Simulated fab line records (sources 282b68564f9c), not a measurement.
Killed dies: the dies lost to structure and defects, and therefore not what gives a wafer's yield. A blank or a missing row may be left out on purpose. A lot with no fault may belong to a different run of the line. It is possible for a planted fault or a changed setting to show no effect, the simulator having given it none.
Chamber matching | flow ritCmos | 3 sister chambers for RIT_SPACER_CLEAN_00 on wetBench-04
The step cleans in SC1, time 600 s. 14 wafers are shown with their chamber, then 1 later ones without.

EACH WAFER AND ITS CHAMBER
wafer  | chamber | runLengthS (s)
L848.2 | 2       | 625
L848.3 | 2       | 625
L848.5 | 2       | 625
L849.2 | 3       | 626
L849.3 | 3       | 626
L849.6 | 3       | 626
L853.1 | 0       | 633
L853.3 | 0       | 633
L853.5 | 0       | 633
L855.3 | 0       | 626
L855.5 | 0       | 626
L855.6 | 0       | 626
L857.2 | 3       | 626
L857.4 | 3       | 626

SIGNATURES, as means of the wafers listed above
reading    | chamber 0 | chamber 2 | chamber 3 | scatter within a chamber
runLengthS | 629.50    | 625.00    | 626.00    | 2.58
Rule: distance of a wafer from a chamber = root of the sum over the readings of ((wafer's reading minus chamber's mean) / reading's scatter) squared. If the next closest chamber is less than 2 further off than the closest, the wafer can't be placed; otherwise it belongs to the closest. The scatter: the root of (the sum of the squares of (reading less its chamber's mean) over the shown wafers, divided by (wafers less chambers)).

WAFERS WITHOUT THEIR CHAMBER
wafer  | runLengthS (s)
L857.5 | 626

CHAMBER TAKEN BY EACH
wafer  | from the rows above          | in truth
L857.5 | can't be placed: 3 or 2 or 0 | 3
Correct placement for 0 of the 1. These rows do not allow placing 1 (true chamber among the candidates in 1). Placed wrongly: 0.
